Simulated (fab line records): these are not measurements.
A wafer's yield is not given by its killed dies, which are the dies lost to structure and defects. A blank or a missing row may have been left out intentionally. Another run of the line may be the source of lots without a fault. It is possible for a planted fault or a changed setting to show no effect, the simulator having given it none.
A lot that was struck, set against a sound lot | flow berkeley_cmos170 | 44 out of 331 route steps
Sound: the wafers L438.3, L438.4, L438.6. Wafers L436.2, L436.3, L436.6 were the ones struck. The cause comes at the end.
Each step with rows lists, per side, the tool, then ch with its chambers, then its first start. Under that, the readings that differ: sound wafers | struck wafers | difference of the means | sigmas: that difference in standard deviations of wafers without a fault.
alike: a reading whose means differ by less than 2 such deviations, as well as words and numbers matching on both sides. not compared: withheld readings; readings where some wafer has no value; bounds like >300 that might hide an equal value; numbers whose values overlap and for which the record gives no deviation.
Wherever a step has rows on one side only, a row that says differs or no value, or a row with sigmas, the two part there. When numbers do not overlap yet have no deviation, they are printed without sigmas and do not part them. A reading that every wafer of one side lacks parts them only if that side has two wafers or more.

first, 7 steps without rows for these wafers: UCB170_ACTIVE_CLEAN_17 (cleans in SPM, time 600 s); UCB170_PFIELD_HMDS_00 (prime time 60 s); UCB170_PFIELD_COAT_01 (resist thk 900 nm); UCB170_PFIELD_SOFTBAKE_02 (time 60 s); UCB170_PFIELD_EXPOSE_03 (exposes mask PFIELD, target cd 1500 nm); UCB170_PFIELD_PEB_04; UCB170_PFIELD_DEVELOP_05 (develop time 45 s).
UCB170_PFIELD_OVL_MEAS_06:
  sound: overlay-01 at day 7 09:59; struck: overlay-01 at day 7 06:59
  alike: PFIELD_OVL
after that, 1 step had no rows for these wafers: UCB170_PFIELD_IMPLANT_07.
UCB170_PFIELD_STRIP_08: strips in O2.
  sound on plasma_asher-01 ch 0,1, day 7 10:12; struck on plasma_asher-04 ch 0,1, day 7 07:10
  alike: drypump_motor_current_A, oes_product_au, strip_time_to_endpoint_s
  not compared: rf_hours_counter_h
UCB170_PFIELD_TW_MEAS_09:
  sound: film_metro-01 at day 7 10:17; struck: film_metro-01 at day 7 07:16
  alike: PFIELD_TW
then, 1 step without rows for these wafers: UCB170_FIELD_CLEAN_00 (cleans in dHF, time 7.5 s).
UCB170_FIELD_OXIDATION_01: target thk 558.3 nm, ox time 7200 s.
  sound on furnace-04 ch 0, day 7 13:46; struck on furnace-04 ch 0, day 7 18:01
UCB170_FIELD_THK_MEAS_02:
  sound: film_metro-04 at day 7 16:49; struck: film_metro-01 at day 7 21:01
  reading              | sound       | struck      | difference | sigmas
  FIELD_OXIDE_THK (nm) | 558 549 556 | 859 857 862 | +305       | +32
then, 1 step without rows for these wafers: UCB170_FIELD_ANNEAL_03 (time 1200 s).
UCB170_FIELD_WET_ETCH_04: etches SiO2 in dHF, time 60 s.
  sound on wet_bench-02 ch 1, day 7 22:41; struck on wet_bench-02 ch 0, day 7 22:41
  reading                                      | sound           | struck            | difference | sigmas
  model.SiO2_of_FIELD_OXIDATION_01.thk_nm (nm) | 524 514.9 521.9 | 826.2 824.1 828.4 | +306.0     |
then, 1 step without rows for these wafers: UCB170_FIELD_WET_ETCH_05 (etches Si3N4 in H3PO4, time 12600 s).
UCB170_FIELD_WET_ETCH_06: etches SiO2 in BOE, time 22 s.
  sound on wet_bench-02 ch 3, day 8 02:13; struck on wet_bench-02 ch 3, day 8 02:13
  reading                                      | sound             | struck            | difference | sigmas
  model.SiO2_of_FIELD_OXIDATION_01.thk_nm (nm) | 439.2 430.3 437.3 | 743.1 740.7 745.5 | +307.5     |
UCB170_FIELD_THK_MEAS_90:
  sound: film_metro-02 at day 8 02:16; struck: film_metro-01 at day 8 02:15
  reading                     | sound       | struck      | difference | sigmas
  FIELD_OXIDE_LEFT_1_THK (nm) | 439 430 437 | 743 741 746 | +308       | +32
then, 2 steps without rows for these wafers: UCB170_SACOX_CLEAN_00 (cleans in dHF, time 7.5 s); UCB170_SACOX_OXIDATION_01 (target thk 14.4 nm, ox time 2400 s).
UCB170_SACOX_THK_MEAS_02:
  sound: film_metro-01 at day 8 04:12; struck: film_metro-02 at day 8 04:08
  alike: SACOX_OXIDE_THK
then, 2 steps without rows for these wafers: UCB170_SCREENOX_WET_ETCH_00 (etches SiO2 in dHF, time 195.1 s); UCB170_SCREENOX_OXIDATION_01 (target thk 14.4 nm, ox time 2400 s).
UCB170_SCREENOX_THK_MEAS_02:
  sound: film_metro-03 at day 8 08:28; struck: film_metro-02 at day 8 08:24
  alike: SCREENOX_OXIDE_THK
then, 7 steps without rows for these wafers: UCB170_SCREENOX_ANNEAL_03 (time 900 s); UCB170_NVT_HMDS_00 (prime time 60 s); UCB170_NVT_COAT_01 (resist thk 900 nm); UCB170_NVT_SOFTBAKE_02 (time 60 s); UCB170_NVT_EXPOSE_03 (exposes mask PWELL, target cd 3000 nm); UCB170_NVT_PEB_04; UCB170_NVT_DEVELOP_05 (develop time 45 s).
UCB170_NVT_OVL_MEAS_06:
  sound: overlay-01 at day 8 15:17; struck: overlay-02 at day 8 15:32
  alike: NVT_OVL
after that, 1 step had no rows for these wafers: UCB170_NVT_IMPLANT_07.
UCB170_NVT_STRIP_08: strips in O2.
  sound on plasma_asher-01 ch 0,1, day 8 15:30; struck on plasma_asher-03 ch 0,1, day 8 15:43
  reading                      | sound             | struck            | difference | sigmas
  strip_time_to_endpoint_s (s) | 21.58 21.61 21.58 | 21.78 21.72 21.77 | +0.17      | +3
  alike: drypump_motor_current_A, oes_product_au
  not compared: rf_hours_counter_h
UCB170_NVT_TW_MEAS_09:
  sound: film_metro-03 at day 8 15:35; struck: film_metro-04 at day 8 15:49
  alike: NVT_TW
then, 6 steps without rows for these wafers: UCB170_NVT_CLEAN_10 (cleans in SPM, time 600 s); UCB170_PVT_HMDS_00 (prime time 60 s); UCB170_PVT_COAT_01 (resist thk 900 nm); UCB170_PVT_SOFTBAKE_02 (time 60 s); UCB170_PVT_EXPOSE_03 (exposes mask NWELL, target cd 3000 nm); UCB170_PVT_PEB_04.
UCB170_FIELD_THK_MEAS_91:
  sound: film_metro-02 at day 8 17:20; struck: film_metro-02 at day 8 17:37
  reading                     | sound       | struck      | difference | sigmas
  FIELD_OXIDE_LEFT_2_THK (nm) | 351 342 349 | 656 654 659 | +309       | +32
-- the record jumps here: 2 days lie between the struck wafers' starts before and after (it left off in module FIELD and takes up again in module M3, whose first step shown is number 331 of the route) --
UCB170_M3_PROBE_99:
  the record has rows for the struck wafers here (prober-02, day 11 01:17) and none for the sound ones

WHERE THEY PART
Earliest at UCB170_FIELD_THK_MEAS_02; latest, in this record, at UCB170_M3_PROBE_99.

WHY: what had been put in by the simulator
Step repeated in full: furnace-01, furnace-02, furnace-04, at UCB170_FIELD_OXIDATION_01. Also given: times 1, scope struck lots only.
